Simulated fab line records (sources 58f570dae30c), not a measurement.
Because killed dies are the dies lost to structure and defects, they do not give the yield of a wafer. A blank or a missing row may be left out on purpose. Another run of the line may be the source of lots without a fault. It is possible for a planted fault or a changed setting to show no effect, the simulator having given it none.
Split-lot experiment + flow berkeleyCmos170 + 23 wafers read from 5 lots, route of 331 steps

== THE SPLIT ITSELF ==
At UCB170_WELLDRIVE_OXIDATION_01 (target thk 199 nm, ox time 9000 s), the setting tempC was moved away from the recipe's 1100 C on 20 of the 23 wafers read, by -2.9% to +2.8%. The other wafers ran this setting at the recipe's value.

Split to reading: the file shows no intervening step.

== THE READING ==
WELLDRIVE_OXIDE_THK in nanometres, read at UCB170_WELLDRIVE_THK_MEAS_02. Fault-free wafers of this fab line usually give 198 nm, standard deviation 3.3 nm.

| wafer  | tool, chamber at the split | tempC as run, C | against the recipe | WELLDRIVE_OXIDE_THK, nm | against lot-mates on the recipe |
|--------|----------------------------|-----------------|--------------------|-------------------------|---------------------------------|
| L074.2 | -, -                       | 1068            | -2.9%              | 156                     | no lot-mate on the recipe       |
| L074.3 | -, -                       | 1068            | -2.9%              | 156                     | no lot-mate on the recipe       |
| L074.4 | -, -                       | 1068            | -2.9%              | 152                     | no lot-mate on the recipe       |
| L074.5 | -, -                       | 1068            | -2.9%              | 155                     | no lot-mate on the recipe       |
| L074.6 | -, -                       | 1068            | -2.9%              | 153                     | no lot-mate on the recipe       |
| L075.1 | -, -                       | 1131            | +2.8%              | 237                     | no lot-mate on the recipe       |
| L075.2 | -, -                       | 1131            | +2.8%              | 236                     | no lot-mate on the recipe       |
| L075.3 | -, -                       | 1131            | +2.8%              | 233                     | no lot-mate on the recipe       |
| L075.4 | -, -                       | 1131            | +2.8%              | 234                     | no lot-mate on the recipe       |
| L075.5 | -, -                       | 1131            | +2.8%              | 235                     | no lot-mate on the recipe       |
| L077.2 | -, -                       | 1121            | +1.9%              | 223                     | no lot-mate on the recipe       |
| L077.3 | -, -                       | 1121            | +1.9%              | 223                     | no lot-mate on the recipe       |
| L077.4 | -, -                       | 1121            | +1.9%              | 221                     | no lot-mate on the recipe       |
| L077.5 | -, -                       | 1121            | +1.9%              | 224                     | no lot-mate on the recipe       |
| L077.6 | -, -                       | 1121            | +1.9%              | 223                     | no lot-mate on the recipe       |
| L081.1 | -, -                       | 1072            | -2.5%              | 165                     | no lot-mate on the recipe       |
| L081.2 | -, -                       | 1072            | -2.5%              | 165                     | no lot-mate on the recipe       |
| L081.3 | -, -                       | 1072            | -2.5%              | 163                     | no lot-mate on the recipe       |
| L081.5 | -, -                       | 1072            | -2.5%              | 166                     | no lot-mate on the recipe       |
| L081.6 | -, -                       | 1072            | -2.5%              | 162                     | no lot-mate on the recipe       |
| L082.1 | furnace-01, 0              | 1100            | recipe             | 199                     | -                               |
| L082.2 | furnace-01, 0              | 1100            | recipe             | 196                     | -                               |
| L082.5 | furnace-01, 0              | 1100            | recipe             | 199                     | -                               |

FIT RESULTS
A straight line over all 23 wafers: WELLDRIVE_OXIDE_THK changes by +13.7 nm for each +1% of tempC; r = +1.00; the points scatter about the line by 2.3 nm.
Too few moved wafers with a lot-mate on the recipe to fit a line net of each lot's own level.

== THE WHOLE CHAIN: every reading that the file lists as answering this split, in the file's order ==
| step                          | what it does                      | reading                                                                               | change (the file's fit)              | r (the file's) |
|-------------------------------|-----------------------------------|---------------------------------------------------------------------------------------|--------------------------------------|----------------|
| UCB170_WELLDRIVE_OXIDATION_01 | target thk 199 nm, ox time 9000 s | SiO2_of_WELLDRIVE_OXIDATION_01.thkNm (the simulator's own value, which no gauge read) | +13.7 nm for each +1% of the setting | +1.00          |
| UCB170_WELLDRIVE_THK_MEAS_02  |                                   | WELLDRIVE_OXIDE_THK                                                                   | +13.7 for each +1% of the setting    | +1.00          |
| UCB170_M3_PROBE_99            |                                   | etest.nwell.widthNm (the simulator's own value, which no gauge read)                  | -60.6 nm for each +1% of the setting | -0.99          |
| UCB170_M3_PROBE_99            |                                   | etest.nwellPinched.rsOhmSq (the simulator's own value, which no gauge read)           | -72.7 for each +1% of the setting    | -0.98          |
| UCB170_M3_PROBE_99            |                                   | etest.isoPplusPwell.bvV (the simulator's own value, which no gauge read)              | -2.05 V for each +1% of the setting  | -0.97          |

== FILE'S OWN FIT ==
WELLDRIVE_OXIDE_THK changes by +13.7 nm for each +1% of tempC, r = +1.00.
